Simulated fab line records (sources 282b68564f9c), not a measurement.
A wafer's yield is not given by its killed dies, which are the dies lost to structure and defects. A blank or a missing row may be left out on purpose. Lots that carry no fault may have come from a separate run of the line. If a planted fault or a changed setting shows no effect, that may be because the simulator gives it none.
Which of the tools did it? :: flow rit-cmos :: Sampling: 12 lots, 36 wafers, 2 of 202 route steps

WHAT THE GAUGES READ, wafer by wafer
RIT_SPACER_THK_MEAS_04. Usual: SPACER_NITRIDE_THK gives 249.9 nm (standard deviation 2.1).
lot: L205
measured: day 2 22:25
on: film-metro-02
SPACER_NITRIDE_THK (nm): 249.2 251.4 250.4
flag: 

lot: L206
measured: day 3 02:34
on: film-metro-02
SPACER_NITRIDE_THK (nm): 251.1 250.4 252.6
flag: 

lot: L207
measured: day 3 08:38
on: film-metro-01
SPACER_NITRIDE_THK (nm): 253.0 248.4 249.5
flag: 

lot: L209
measured: day 3 18:58
on: film-metro-01
SPACER_NITRIDE_THK (nm): 272.8 271.2 274.4
flag: OFF

lot: L210
measured: day 3 23:35
on: film-metro-01
SPACER_NITRIDE_THK (nm): 272.7 273.1 273.9
flag: OFF

lot: L212
measured: day 4 11:31
on: film-metro-04
SPACER_NITRIDE_THK (nm): 250.1 250.9 251.7
flag: 

lot: L223
measured: day 6 21:10
on: film-metro-02
SPACER_NITRIDE_THK (nm): 247.8 249.2 247.7
flag: 

lot: L224
measured: day 7 01:47
on: film-metro-01
SPACER_NITRIDE_THK (nm): 250.0 251.8 252.7
flag: 

lot: L225
measured: day 7 05:08
on: film-metro-04
SPACER_NITRIDE_THK (nm): 250.5 250.4 248.1
flag: 

lot: L226
measured: day 7 09:27
on: film-metro-02
SPACER_NITRIDE_THK (nm): 250.1 248.7 250.9
flag: 

lot: L227
measured: day 7 13:21
on: film-metro-04
SPACER_NITRIDE_THK (nm): 250.1 249.4 248.5
flag: 

lot: L228
measured: day 7 17:38
on: film-metro-01
SPACER_NITRIDE_THK (nm): 253.0 250.0 252.4
flag: 

WHICH TOOL RAN EACH LOT (tool, then ch and the chambers of the sampled wafers, then the start)
lot: L205
RIT_SPACER_CVD_03: lpcvd-01 ch 1, day 2 20:29

lot: L206
RIT_SPACER_CVD_03: lpcvd-01 ch 0, day 3 00:38

lot: L207
RIT_SPACER_CVD_03: lpcvd-01 ch 1, day 3 06:42

lot: L209
RIT_SPACER_CVD_03: lpcvd-01 ch 1, day 3 17:02

lot: L210
RIT_SPACER_CVD_03: lpcvd-01 ch 1, day 3 21:41

lot: L212
RIT_SPACER_CVD_03: lpcvd-02 ch 0, day 4 08:38

lot: L223
RIT_SPACER_CVD_03: lpcvd-02 ch 1, day 6 18:17

lot: L224
RIT_SPACER_CVD_03: lpcvd-02 ch 0, day 6 21:27

lot: L225
RIT_SPACER_CVD_03: lpcvd-02 ch 1, day 7 02:15

lot: L226
RIT_SPACER_CVD_03: lpcvd-02 ch 1, day 7 06:34

lot: L227
RIT_SPACER_CVD_03: lpcvd-02 ch 0, day 7 10:26

lot: L228
RIT_SPACER_CVD_03: lpcvd-02 ch 0, day 7 14:44
- RIT_SPACER_CVD_03: deposits Si3N4 from SiH2Cl2/NH3, target thk 250 nm, time 3300 s.

AS READ BY THE TOOLS THEMSELVES (means over the sampled wafers that have a number; for cases with no such wafer, the mark the record gives instead)
RIT_SPACER_CVD_03. Usual: pressure-mtorr 300.1 mTorr, standard deviation 0.62; susceptor-temp-C 810.0 C, standard deviation 0.33.
lot: L205
tool: lpcvd-01
pressure-mtorr (mTorr): 300.1
susceptor-temp-C (C): 810.2
flag: 

lot: L206
tool: lpcvd-01
pressure-mtorr (mTorr): 299.6
susceptor-temp-C (C): 810.4
flag: 

lot: L207
tool: lpcvd-01
pressure-mtorr (mTorr): 299.8
susceptor-temp-C (C): 809.9
flag: 

lot: L209
tool: lpcvd-01
pressure-mtorr (mTorr): 299.3
susceptor-temp-C (C): 809.9
flag: 

lot: L210
tool: lpcvd-01
pressure-mtorr (mTorr): 300.0
susceptor-temp-C (C): 810.1
flag: 

lot: L212
tool: lpcvd-02
pressure-mtorr (mTorr): 300.3
susceptor-temp-C (C): 810.4
flag: 

lot: L223
tool: lpcvd-02
pressure-mtorr (mTorr): 300.6
susceptor-temp-C (C): 809.6
flag: 

lot: L224
tool: lpcvd-02
pressure-mtorr (mTorr): 299.9
susceptor-temp-C (C): 810.2
flag: 

lot: L225
tool: lpcvd-02
pressure-mtorr (mTorr): 300.0
susceptor-temp-C (C): 809.8
flag: 

lot: L226
tool: lpcvd-02
pressure-mtorr (mTorr): 299.6
susceptor-temp-C (C): 810.0
flag: 

lot: L227
tool: lpcvd-02
pressure-mtorr (mTorr): 300.3
susceptor-temp-C (C): 809.9
flag: 

lot: L228
tool: lpcvd-02
pressure-mtorr (mTorr): 299.4
susceptor-temp-C (C): 810.0
flag: 

THE ANSWER, worked out from the rows above alone
Rule: lot off if the mean of its wafers having a number is beyond 3 standard deviations from the usual mean. Also off: a lot with no number at a reading for which 4 or more lots have one. Where the step has rows for the other lots, those lots are counted as sound. The gauges are gone through in route order, then the tools' own readings, and for those a lot's mean is taken as printed above. The first step at which some lot is off is used, and at that step the reading that is off furthest; a lot without a number counts as furthest.
Off: at RIT_SPACER_THK_MEAS_04 (SPACER_NITRIDE_THK), L209, L210.
If a tool, at a process step before that reading, ran all the lots that are off and no sound lot after the first of them, it fits. Those tools and the gauges at RIT_SPACER_THK_MEAS_04 are tried in the same way. One fits: RIT_SPACER_CVD_03 on lpcvd-01. A fault onset in the window from L207 (day 3 06:42, its last sound lot) to L209 (day 3 17:02, its first lot off) fits.

WHAT HAD BEEN PUT IN BY THE SIMULATOR
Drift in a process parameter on lpcvd-01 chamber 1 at RIT_SPACER_CVD_03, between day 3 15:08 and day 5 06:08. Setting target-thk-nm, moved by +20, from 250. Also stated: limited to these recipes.
Shown lots that were struck: L209, L210. Same finding as the rule above.
